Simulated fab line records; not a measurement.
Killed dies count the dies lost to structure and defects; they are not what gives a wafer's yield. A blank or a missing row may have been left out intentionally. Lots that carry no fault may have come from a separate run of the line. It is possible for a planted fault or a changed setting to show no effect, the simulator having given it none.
Check for tools in common    flow rit-cmos    Sample size 14 lots and 48 wafers

## REASON FOR OPENING
2 of 14 lots carry a flag on the reading GATE_POLY_THK at RIT_GATE_THK_MEAS_09. Fault-free wafers read 255.5 nm, with a standard deviation of 2.5.
Rule: flag the lot when none of its wafers has a number, or when each of its wafers that has one lies beyond 4 standard deviations from that mean. The rest of the lots are taken to be sound.

lot   measured     on             GATE_POLY_THK (nm), wafer by wafer   flag
L481  day 2 14:51  film-metro-02  257.5 258.3 260.8                    
L482  day 2 19:45  film-metro-02  256.7 254.9 254.8                    
L486  day 3 14:08  film-metro-01  251.7 252.0 252.5                    
L487  day 4 01:18  film-metro-01  255.9 254.0 257.0                    
L492  day 5 00:16  film-metro-02  257.5 260.9 259.0                    
L494  day 5 10:32  film-metro-01  254.9 255.1 254.4                    
L496  day 5 16:30  film-metro-04  296.7 296.5 295.4 297.0 296.5 295.7  FLAGGED
L497  day 5 21:02  film-metro-04  294.5 296.5 294.6 294.7 296.5 294.6  FLAGGED
L498  day 6 06:53  film-metro-02  254.3 253.8 254.3                    
L500  day 6 13:16  film-metro-02  258.1 258.5 259.7                    
L499  day 6 13:17  film-metro-01  255.9 256.9 256.1                    
L501  day 6 17:19  film-metro-02  256.2 258.1 256.9                    
L502  day 7 08:50  film-metro-01  259.0 259.1 259.9                    
L503  day 7 08:50  film-metro-04  257.9 257.4 255.9                    
The numbers of the flagged lots are 295.8 nm on average: +40.3 nm against the usual, or +16 standard deviations.

## TOOL THAT RAN EACH LOT
The record holds 1 process step before the reading, out of a route of 202 steps. Each cell gives the tool, then ch followed by the chambers the sampled wafers passed through, then the start.
lot   flag     RIT_GATE_CVD_08
L481           lpcvd-01 ch 0, day 2 12:26
L482           lpcvd-02 ch 0, day 2 18:07
L486           lpcvd-02 ch 0, day 3 12:32
L487           lpcvd-02 ch 0, day 3 22:52
L492           lpcvd-02 ch 1, day 4 22:39
L494           lpcvd-02 ch 0, day 5 08:55
L496  FLAGGED  lpcvd-02 ch 0, day 5 14:53
L497  FLAGGED  lpcvd-02 ch 0, day 5 19:25
L498           lpcvd-02 ch 1, day 6 05:15
L500           lpcvd-01 ch 0, day 6 11:38
L499           lpcvd-01 ch 1, day 6 11:38
L501           lpcvd-01 ch 0, day 6 15:41
L502           lpcvd-01 ch 0, day 7 07:13
L503           lpcvd-01 ch 1, day 7 07:13
What the steps here do:
- RIT_GATE_CVD_08: deposits poly-Si from SiH4, target thk 250 nm, time 2220 s.
- RIT_GATE_THK_MEAS_09

## FLAGGED AGAINST TOTAL, ONE TOOL AT A TIME (gauges that did the reading follow at the end)
step                  tool           lots run  flagged  share of the flagged lots  sound lots run after its first flagged lot
RIT_GATE_CVD_08       lpcvd-01       6         0        none                       -
RIT_GATE_CVD_08       lpcvd-02       8         2        all                        1 (L498)
RIT_GATE_THK_MEAS_09  film-metro-01  5         0        none                       -
RIT_GATE_THK_MEAS_09  film-metro-02  6         0        none                       -
RIT_GATE_THK_MEAS_09  film-metro-04  3         2        all                        1 (L503)

## THE TABLE: WHAT IT ALLOWS
Table rows that saw every flagged lot: 2, namely lpcvd-02 at RIT_GATE_CVD_08 and film-metro-04 at RIT_GATE_THK_MEAS_09.
- lpcvd-02 at RIT_GATE_CVD_08: 2 of its 8 lots flagged. Sound lots ran on it after the first flagged one (L498), which a lasting fault on the whole tool wouldn't allow.
- film-metro-04 at RIT_GATE_THK_MEAS_09: 2 of its 3 lots flagged. Sound lots ran on it after the first flagged one (L503), which a lasting fault on the whole tool wouldn't allow.
There is no row in the table that ran each flagged lot and no sound lot after the first.

## WHAT HAD BEEN PUT IN BY THE SIMULATOR
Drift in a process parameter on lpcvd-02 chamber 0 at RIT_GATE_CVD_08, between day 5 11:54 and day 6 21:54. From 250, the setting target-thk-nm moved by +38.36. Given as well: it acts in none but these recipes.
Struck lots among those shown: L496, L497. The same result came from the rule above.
